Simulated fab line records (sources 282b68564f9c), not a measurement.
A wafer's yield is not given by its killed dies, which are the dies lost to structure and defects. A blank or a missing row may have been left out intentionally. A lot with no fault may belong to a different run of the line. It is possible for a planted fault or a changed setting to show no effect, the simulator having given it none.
fab line records | flow ritCmos
record lots=14 wafers=42 lastDay=7
route steps=202 shown SPACER@128
lots untouched by any fault: they come from a run of this same line in which no faults occurred
startH: the number of hours between the record's first day and the start of the first shown wafer of the lot | waitH: hours from the lot's prior step to this one | " as in the row above | L1.1+2: a row that stands for several wafers | - value missing, or start not given | * or withheld: withheld | < > ~ a bound
route shown NAME@n: a module of which the file shows steps, and the number in the route of the first | usual: mean/standard deviation of fault-free wafers | same: alike in all rows | chamber/n: place in a boat | sites: readings site by site | _std_site: the values' standard deviation | _edge_site: the outer-site mean with the inner-site mean subtracted | radiusMm: how far each site lies from the wafer's centre | mask NAME#n: copy n | behind: the tool/chamber that last shaped the wafer | hold: the reason the lot was held/the length of the hold in hours/how it ended | device: transistor that didn't switch, given as n, p or np | end of line: the same wafers' tests at the end of the route | a step given without rows: its recipe and nothing more | killed: at the first sort, the dies lost to defects and structure; wafer yield is something else | map: shows each die of a wafer: x if killed, . if not, _ if none is there
set.NAME: the setting that was run; set.NAME@STEP: the one run at that earlier step | model.NAME: the simulator's own value behind a step, which no gauge read
one table for each step of the route and one row for each wafer, over a sample of lots
services: a tool's chamber out of use, with start hour (startH, from the record's first day; less than 0 if before it), hours out, and reason
## steps
# step RIT_SPACER_CVD_03
# recipe material=Si3N4 targetThkNm=250 tempC=810 precursor=SiH2Cl2/NH3 timeS=3300 pressureMtorr=300 sih2cl2FlowSccm=60 nh3FlowSccm=150
# usual spikeTcCentreC=812.3/1.2 spikeTcLoadC=835.4/2 spikeTcSourceC=834.0/2.7 susceptorTempC=810.0/0.38
# columns lot.wafer tool chamber startH waitH spikeTcCentreC spikeTcLoadC spikeTcSourceC susceptorTempC
L663.2 lpcvd-02 0 50.27 0.0 813.0 839.0 836.7 810.3
L663.3 " 0 " " 811.5 837.6 837.4 810.5
L663.6 " 0 " " 811.9 838.5 836.5 810.4
L664.3 lpcvd-01 0 55.66 0.0 811.9 835.0 829.0 810.9
L664.4 " 0 " " 812.2 833.9 831.1 810.7
L664.5 " 0 " " 812.8 836.2 830.3 810.6
L665.1 lpcvd-02 0 63.53 0.3 813.0 836.1 837.2 809.9
L665.3 " 0 " " 811.3 837.1 837.4 810.3
L665.4 " 0 " " 813.2 840.2 834.9 809.7
L666.2 lpcvd-01 0 68.02 0.0 813.3 837.1 829.7 811.0
L666.3 " 0 " " 812.5 835.2 832.5 810.2
L666.4 " 0 " " 811.5 835.6 831.2 810.8
L667.1 lpcvd-01 1 72.62 0.0 812.9 834.8 836.4 810.6
L667.3 " 1 " " 814.7 834.6 836.8 810.3
L667.5 " 1 " " 812.9 835.9 837.6 810.2
L668.3 lpcvd-02 1 74.76 0.0 813.5 832.2 833.2 809.1
L668.4 " 1 " " 810.6 835.5 832.5 809.4
L668.6 " 1 " " 813.0 835.0 831.9 809.6
L669.1 lpcvd-01 0 79.01 0.0 813.3 834.9 831.2 809.9
L669.2 " 0 " " 811.2 834.3 831.1 809.7
L669.3 " 0 " " 811.3 836.9 829.5 810.5
L673.3 lpcvd-02 1 94.86 0.0 812.3 831.5 832.2 810.2
L673.5 " 1 " " 812.4 834.8 832.3 810.5
L673.6 " 1 " " 814.2 833.7 831.2 810.3
L674.3 lpcvd-01 1 100.14 0.0 830.1 851.2 852.7 826.2
L674.5 " 1 " " 830.5 848.9 852.3 825.4
L674.6 " 1 " " 830.4 851.7 851.7 826.1
L675.2 lpcvd-01 1 105.40 0.0 831.4 849.2 850.7 826.2
L675.3 " 1 " " 828.4 849.5 850.9 825.7
L675.5 " 1 " " 830.9 850.5 853.1 825.9
L681.1 lpcvd-02 1 134.28 0.0 812.0 833.3 832.6 809.8
L681.3 " 1 " " 811.6 834.0 831.4 809.6
L681.6 " 1 " " 811.7 834.8 831.6 810.2
L683.1 lpcvd-02 0 144.63 0.0 810.4 838.5 835.5 809.4
L683.3 " 0 " " 811.7 838.2 836.2 809.4
L683.6 " 0 " " 813.5 835.6 836.6 809.8
L684.1 lpcvd-02 0 147.96 0.0 811.6 837.9 836.8 809.7
L684.3 " 0 " " 810.3 837.7 836.5 810.2
L684.6 " 0 " " 811.6 836.6 837.3 809.8
L686.1 lpcvd-02 1 158.54 0.0 812.6 833.4 830.7 809.9
L686.5 " 1 " " 812.9 831.9 834.7 809.4
L686.6 " 1 " " 812.6 833.2 832.1 810.1
# step RIT_SPACER_THK_MEAS_04
# recipe reads=Si3N4_of_SPACER_CVD_03
# usual SPACER_NITRIDE_THK=249.8/2.1
# columns lot.wafer tool chamber startH waitH SPACER_NITRIDE_THK[nm]
L663.2 filmMetro-03 - 52.19 0.0 247.5
L663.3 " - " " 246.5
L663.6 " - " " 245.5
L664.3 filmMetro-03 - 57.59 0.0 251.8
L664.4 " - " " 252.5
L664.5 " - " " 253.1
L665.1 filmMetro-04 - 65.45 0.0 251.3
L665.3 " - " " 252.1
L665.4 " - " " 251.1
L666.2 filmMetro-03 - 69.95 0.0 253.2
L666.3 " - " " 254.5
L666.4 " - " " 250.4
L667.1 filmMetro-04 - 74.54 0.0 245.4
L667.3 " - " " 247.0
L667.5 " - " " 246.2
L668.3 filmMetro-01 - 76.69 0.0 252.4
L668.4 " - " " 251.9
L668.6 " - " " 251.8
L669.1 filmMetro-04 - 80.93 0.0 248.5
L669.2 " - " " 247.2
L669.3 " - " " 249.2
L673.3 filmMetro-03 - 96.80 0.0 249.4
L673.5 " - " " 249.3
L673.6 " - " " 250.1
L674.3 filmMetro-04 - 102.08 0.0 329.6
L674.5 " - " " 331.7
L674.6 " - " " 331.5
L675.2 filmMetro-01 - 107.32 0.0 330.8
L675.3 " - " " 330.5
L675.5 " - " " 333.0
L681.1 filmMetro-04 - 137.15 0.0 250.5
L681.3 " - " " 250.6
L681.6 " - " " 253.2
L683.1 filmMetro-01 - 146.54 0.0 249.6
L683.3 " - " " 250.2
L683.6 " - " " 250.2
L684.1 filmMetro-04 - 149.88 0.0 252.5
L684.3 " - " " 253.3
L684.6 " - " " 253.0
L686.1 filmMetro-01 - 160.46 0.0 250.2
L686.5 " - " " 250.3
L686.6 " - " " 249.2
# step RIT_SPACER_ETCHBACK_05
# recipe targetDepthA=2500 SF6_flow_sccm=30 CHF3_flow_sccm=30 target=Si3N4 chemistry=SF6/CHF3 pressureMtorr=40 rfW=250 timeS=240 stopOn=SiO2
# usual drypumpMotorCurrentA=5.8/0.31 oesProductAu=0.842/0.014 rfFwdPowerW=249.5/0.81 throttleValvePct=10.23/0.17
# columns lot.wafer tool chamber startH waitH drypumpMotorCurrentA oesProductAu rfFwdPowerW rfHoursCounterH throttleValvePct
L663.2 rieDiel-02 2 52.24 0.0 6.1 0.827 248.0 154 10.15
L663.3 " 0 " " 5.7 0.823 250.1 3 10.15
L663.6 " 0 " " 5.7 0.826 250.5 - 10.13
L664.3 rieDiel-04 2 57.63 0.0 6.0 0.861 249.6 149 10.09
L664.4 " 0 " " 5.9 0.855 250.0 0 10.19
L664.5 " 2 " " 6.0 0.864 248.7 - 10.08
L665.1 rieDiel-02 3 65.51 0.1 6.0 0.830 248.2 16 10.00
L665.3 " 0 " " 5.7 0.840 249.3 3 10.13
L665.4 " 2 " " 6.0 0.836 248.9 154 10.16
L666.2 rieDiel-04 1 70.00 0.0 5.8 0.843 250.2 1 10.23
L666.3 " 2 " " 6.0 0.872 250.6 149 10.09
L666.4 " 0 " " 5.9 0.860 250.0 1 10.20
L667.1 rieDiel-02 2 74.60 0.1 6.1 0.825 247.1 154 10.14
L667.3 " 3 " " 6.0 0.823 249.5 16 9.97
L667.5 " 0 " " 5.7 0.818 249.0 - 10.13
L668.3 rieDiel-02 2 76.73 0.0 6.0 0.842 248.3 155 10.19
L668.4 " 3 " " 6.0 0.834 248.9 16 9.98
L668.6 " 3 " " 6.0 0.832 249.3 - 9.99
L669.1 rieDiel-04 1 80.99 0.1 5.9 0.838 249.8 1 10.25
L669.2 " 2 " " 6.0 0.854 249.9 150 10.10
L669.3 " 3 " " 5.4 0.837 249.8 35 10.19
L673.3 rieDiel-03 2 96.84 0.0 5.6 0.836 248.6 22 10.49
L673.5 " 3 " " 6.2 0.844 249.3 - 10.34
L673.6 " 0 " " 5.2 0.873 248.7 - 10.36
L674.3 rieDiel-04 3 102.12 0.0 5.3 1.006 248.1 36 10.24
L674.5 " 1 " " 5.9 1.023 251.3 - 10.29
L674.6 " 0 " " 5.9 1.007 251.0 - 10.26
L675.2 rieDiel-02 2 107.37 0.0 6.0 0.994 248.3 155 10.22
L675.3 " 1 " " 5.3 0.985 248.7 118 10.64
L675.5 " 2 " " 6.1 0.990 248.8 - 10.23
L681.1 rieDiel-02 1 137.21 0.1 5.3 0.848 248.2 119 10.58
L681.3 " 0 " " 5.7 0.832 249.4 5 10.14
L681.6 " 1 " " 5.4 0.848 249.9 - 10.60
L683.1 rieDiel-04 0 146.60 0.1 5.9 0.850 250.6 2 10.20
L683.3 " 1 " " 5.9 0.836 250.1 3 10.22
L683.6 " 0 " " 5.9 0.847 248.9 - 10.19
L684.1 rieDiel-04 0 149.94 0.1 5.9 0.860 249.3 2 10.19
L684.3 " 3 " " 5.4 0.839 249.5 37 10.20
L684.6 " 0 " " 5.9 0.851 249.3 - 10.20
L686.1 rieDiel-02 0 160.52 0.1 5.7 0.830 249.8 5 10.14
L686.5 " 3 " " 6.0 0.829 250.3 - 9.99
L686.6 " 2 " " 6.0 0.838 249.1 - 10.14
## services
# columns tool chamber startH hours kind
rieDiel-04 1 33.26 12.4 repair
rieDiel-03 0 36.34 12.2 repair
rieDiel-03 3 66.55 - clean
rieDiel-03 3 66.55 23.9 scheduledDown
rieDiel-03 3 66.55 23.9 ventCycle
rieDiel-02 - 69.61 0.8 repair
rieDiel-04 - 75.58 2.8 pm
rieDiel-03 - 82.63 1.3 repair
rieDiel-04 - 87.53 0.4 repair
rieDiel-03 - 92.45 0.4 repair
lpcvd-02 - 99.64 1.2 repair
rieDiel-04 2 109.46 16.7 repair
rieDiel-02 2 111.94 8.3 repair
rieDiel-03 0 126.46 5.0 repair
rieDiel-02 2 129.24 - clean
rieDiel-02 2 129.24 20.4 scheduledDown
rieDiel-02 2 129.24 20.4 ventCycle
rieDiel-03 2 130.14 9.4 repair
rieDiel-04 2 147.38 - clean
rieDiel-04 2 147.38 24.0 scheduledDown
rieDiel-04 2 147.38 24.0 ventCycle
## key
firstSign step=RIT_SPACER_CVD_03 reading=susceptorTempC direction=up sigmas=42 usual=* struck=*
effect step=RIT_SPACER_CVD_03 reading=spikeTcCentreC direction=up sigmas=14 usual=812.3 struck=830.3
effect step=RIT_SPACER_THK_MEAS_04 reading=SPACER_NITRIDE_THK direction=up sigmas=38 usual=249.8 struck=331.2
effect step=RIT_SPACER_ETCHBACK_05 reading=oesProductAu direction=up sigmas=12 usual=0.842 struck=1.001
metAt RIT_SPACER_CVD_03
struckLots L674,L675
struckWafers L674.3,L674.5,L674.6,L675.2,L675.3,L675.5
laterRowsLeftOut L674.3,L674.6,L675.2,L675.3,L675.5
sortLeftOut L674.3,L674.5,L674.6,L675.2,L675.3,L675.5
testerLeftOut L674,L675
onsetBetween 72.62 100.14
fault kind=processParameterDrift tool=lpcvd-01 chamber=1 onsetH=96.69 steps=RIT_SPACER_CVD_03 channel=tempC offset=* shape=step endH=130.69 actsIn=* stated=*
# testerLeftOut: of these lots the tester's yield and bins aren't shown, on N5 and GAA mostly nor the transistor test; their killed dies are dies lost to structure and defects alone, not to doping, threshold or leakage, so they don't give the yield
# sortLeftOut: the simulated sort isn't trusted on such a fault, so these wafers' sort isn't shown, and their yield isn't known
# laterRowsLeftOut: the simulator's readings of these wafers behind a module that went badly wrong aren't trusted and aren't shown, but for the sort
